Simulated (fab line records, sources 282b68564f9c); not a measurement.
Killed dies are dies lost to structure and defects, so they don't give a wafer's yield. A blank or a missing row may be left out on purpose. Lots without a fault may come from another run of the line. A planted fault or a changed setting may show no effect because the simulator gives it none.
One fault seen from 2 desks | flow rit_cmos | each desk has only its own numbers; what lay behind them comes last

THE TOOL OWNER'S DESK: plasma_asher-03
The tool's own readings at RIT_NWELL_STRIP_09 (strips in O2, time 180 s): means of the sampled wafers that have a number, for each lot that ran on this tool. A lot is out of limits, marked OUT, if its mean lies more than 4 standard deviations from the usual mean; the brackets give that distance.
Columns: A = drypump_motor_current_A at RIT_NWELL_STRIP_09, usual 5.9 A; B = run_length_s at RIT_NWELL_STRIP_09, usual 208.3 s
lot  | first seen here | A   | B
L823 | day 3 14:52     | 6.1 | 208.3
L824 | day 3 23:26     | 6.2 | 72.7 (-99 or more) OUT
L834 | day 6 02:46     | 6.1 | 208.5
L836 | day 6 14:26     | 6.1 | 208.4
This desk's finding: out of limits on L824; first on L824, day 3 23:26 (run_length_s at RIT_NWELL_STRIP_09). In limits: L823, L834, L836.

THE METROLOGY DESK
What the gauges read, lot by lot, whatever tool the lot ran on: means of the sampled wafers that have a number. A lot is out of limits, marked OUT, if its mean lies more than 4 standard deviations from the usual mean; the brackets give that distance.
Columns: A = NRETRO_TW at RIT_NRETRO_TW_MEAS_10, usual 1054; B = PRETRO_TW at RIT_PRETRO_TW_MEAS_10, usual 471
lot  | first seen here | A                    | B
L815 | day 2 07:38     | 1049                 | 473
L816 | day 2 12:23     | 1069                 | 476
L817 | day 2 17:35     | 1049                 | 469
L821 | day 3 18:03     | 1045                 | 465
L822 | day 3 21:29     | 1047                 | 466
L823 | day 4 00:02     | 1058                 | 476
L824 | day 4 08:17     | 31 (-99 or more) OUT | 58 (-92) OUT
L829 | day 5 09:30     | 1050                 | 475
L830 | day 5 12:13     | 1045                 | 466
L834 | day 6 15:28     | 1046                 | 468
L835 | day 6 21:35     | 1055                 | 477
L836 | day 7 02:34     | 1054                 | 473
L838 | day 7 14:15     | 1059                 | 466
This desk's finding: out of limits on L824; first on L824, day 4 08:17 (NRETRO_TW at RIT_NRETRO_TW_MEAS_10). In limits: L815, L816, L817, L821, L822, L823, L829, L830, L834, L835, L836, L838.

PUT TOGETHER
The tool owner's desk could have raised an alarm at day 3 23:26, on L824.
The metrology desk could have raised an alarm at day 4 08:17, on L824.
Of the lots named, all ran RIT_NWELL_STRIP_09 on plasma_asher-03.

WHAT THE SIMULATOR HAD PUT IN
Strip aborted: plasma_asher-03, from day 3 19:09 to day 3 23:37, at RIT_NWELL_STRIP_09. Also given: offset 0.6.
Lots struck among those shown: L824.
Hours from the fault's start to each desk's first reading out of limits: the tool owner's desk, 4; the metrology desk, 13.
